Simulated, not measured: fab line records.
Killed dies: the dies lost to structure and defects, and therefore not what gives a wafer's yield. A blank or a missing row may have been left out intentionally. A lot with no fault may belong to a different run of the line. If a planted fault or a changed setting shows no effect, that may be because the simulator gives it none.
What tool caused it?    flow berkeley_cmos170    42 wafers from 14 lots sampled at 4 of the route's 331 steps

== WHAT THE GAUGES SHOWED, per wafer ==
UCB170_V1_CD_MEAS_12: target cd 700 nm. Usual: cd_nm reads 699.9 nm (standard deviation 1.4).
lot   measured      on         cd_nm (nm)         flag
L252  day 8 07:25   cd_sem-02  698.6 699.7 699.5  
L253  day 8 18:06   cd_sem-02  698.8 697.4 700.9  
L256  day 9 09:22   cd_sem-01  702.5 698.7 702.8  
L258  day 9 18:24   cd_sem-02  698.0 699.6 697.9  
L262  day 10 19:11  cd_sem-01  698.2 698.4 698.3  
L263  day 10 21:56  cd_sem-02  699.5 699.3 699.4  
L264  day 11 07:43  cd_sem-02  701.9 702.8 701.9  
L265  day 11 19:43  cd_sem-02  698.1 699.9 700.1  
L267  day 11 21:03  cd_sem-01  701.7 702.1 702.6  
L269  day 12 02:41  cd_sem-01  699.2 698.8 700.4  
L270  day 12 08:13  cd_sem-02  701.2 701.0 701.3  
L272  day 12 15:43  cd_sem-01  698.5 696.6 696.7  
L273  day 12 19:17  cd_sem-01  700.9 699.9 701.3  
L275  day 13 10:11  cd_sem-02  699.9 700.3 699.8  

UCB170_M3_CD_MEAS_90: target cd 700 nm. Usual: cd_nm reads 700.4 nm (standard deviation 3).
lot   measured      on         cd_nm (nm)         flag
L252  day 8 16:05   cd_sem-02  697.0 697.4 699.9  
L253  day 9 02:37   cd_sem-01  701.0 700.0 705.2  
L256  day 9 22:40   cd_sem-01  698.6 699.9 695.4  
L258  day 10 06:58  cd_sem-01  701.2 702.4 702.9  
L262  day 11 04:29  cd_sem-02  703.1 699.0 703.7  
L263  day 11 07:43  cd_sem-01  699.1 701.0 699.0  
L264  day 11 17:10  cd_sem-01  699.8 704.4 705.5  
L265  day 12 04:14  cd_sem-01  700.7 699.6 702.8  
L267  day 12 08:41  cd_sem-02  701.8 701.3 703.5  
L269  day 12 16:52  cd_sem-02  696.7 701.2 702.4  
L270  day 12 18:45  cd_sem-01  700.6 692.4 692.6  
L272  day 13 00:43  cd_sem-02  696.1 698.6 693.7  
L273  day 13 03:52  cd_sem-01  706.9 703.7 699.6  
L275  day 13 22:11  cd_sem-02  699.7 698.9 699.0  

== TOOL THAT RAN EACH LOT (tool first, then ch and the chambers of the sampled wafers, then the start) ==
lot   UCB170_NWELL_WET_ETCH_00        UCB170_M1_ETCH_11
L252  wet_bench-02 ch 3, day 1 20:25  rie_diel-03 ch 0,1,3, day 8 03:57
L253  wet_bench-04 ch 3, day 2 03:31  rie_diel-01 ch 1,2, day 8 13:44
L256  wet_bench-02 ch 0, day 2 15:31  rie_diel-01 ch 2,3, day 9 04:07
L258  wet_bench-03 ch 3, day 3 07:28  rie_diel-03 ch 1,2,3, day 9 11:45
L262  wet_bench-04 ch 0, day 3 22:37  rie_diel-03 ch 0,1,2, day 10 15:43
L263  wet_bench-03 ch 2, day 4 09:23  rie_diel-03 ch 0,3, day 10 17:38
L264  wet_bench-03 ch 2, day 4 09:23  rie_diel-01 ch 0,1,2, day 11 02:41
L265  wet_bench-04 ch 0, day 4 19:41  rie_diel-03 ch 2,3, day 11 15:52
L267  wet_bench-02 ch 1, day 5 02:47  rie_diel-02 ch 1,2, day 11 17:04
L269  wet_bench-02 ch 3, day 5 15:25  rie_diel-01 ch 0,1,2, day 11 23:04
L270  wet_bench-02 ch 1, day 5 15:25  rie_diel-03 ch 0,2,3, day 12 00:47
L272  wet_bench-02 ch 1, day 5 23:32  rie_diel-01 ch 0,2,3, day 12 11:47
L273  wet_bench-02 ch 1, day 6 10:30  rie_diel-03 ch 2,3, day 12 12:02
L275  wet_bench-04 ch 3, day 6 20:36  rie_diel-01 ch 0,2,3, day 13 06:15
- UCB170_NWELL_WET_ETCH_00: etches SiO2 in dHF, time 200 s.
- UCB170_M1_ETCH_11: etches BARC in N2/H2.

== AS READ BY THE TOOLS THEMSELVES (means over the sampled wafers that have a number; for cases with no such wafer, the mark the record gives instead) ==
UCB170_M1_ETCH_11. Usual: drypump_motor_current_A 5.8 A, standard deviation 0.5; h2_flow_sccm 200.0 sccm, standard deviation 0.57; oes_product_au 1.005 a.u., standard deviation 0.019; throttle_valve_pct 13.32 %, standard deviation 0.15.
lot   tool         drypump_motor_current_A (A)  h2_flow_sccm (sccm)  oes_product_au (a.u.)  throttle_valve_pct (%)  flag
L252  rie_diel-03  6.0                          200.2                0.999                  13.30                   
L253  rie_diel-01  5.0                          199.9                1.012                  13.27                   
L256  rie_diel-01  5.9                          200.0                1.001                  13.25                   
L258  rie_diel-03  5.9                          200.3                1.018                  13.30                   
L262  rie_diel-03  5.8                          199.9                1.014                  13.36                   
L263  rie_diel-03  6.1                          199.8                1.002                  13.36                   
L264  rie_diel-01  5.5                          200.1                0.989                  13.37                   
L265  rie_diel-03  6.2                          199.6                1.017                  13.29                   
L267  rie_diel-02  6.3                          200.1                1.015                  13.42                   
L269  rie_diel-01  5.5                          199.9                0.997                  13.38                   
L270  rie_diel-03  6.1                          200.0                1.011                  13.35                   
L272  rie_diel-01  5.9                          199.8                0.997                  13.37                   
L273  rie_diel-03  6.2                          199.8                1.015                  13.29                   
L275  rie_diel-01  6.0                          200.2                0.993                  13.37                   

== THE ANSWER, worked out from the rows above alone ==
Rule: a lot is off if the mean of its wafers that have a number lies more than 3 standard deviations from the usual mean. A lot without any number at a reading at which 4 lots or more have one is off too. All remaining lots with rows at the step are treated as sound. After the gauges, taken in route order, come the tools' own readings; for these a lot's mean is taken, as printed above. The first step at which some lot is off is used, and at that step the reading that is off furthest; a lot without a number counts as furthest.
No lot is off on any of the readings shown, so nothing can be concluded from this.

== WHAT WAS PUT IN BY THE SIMULATOR ==
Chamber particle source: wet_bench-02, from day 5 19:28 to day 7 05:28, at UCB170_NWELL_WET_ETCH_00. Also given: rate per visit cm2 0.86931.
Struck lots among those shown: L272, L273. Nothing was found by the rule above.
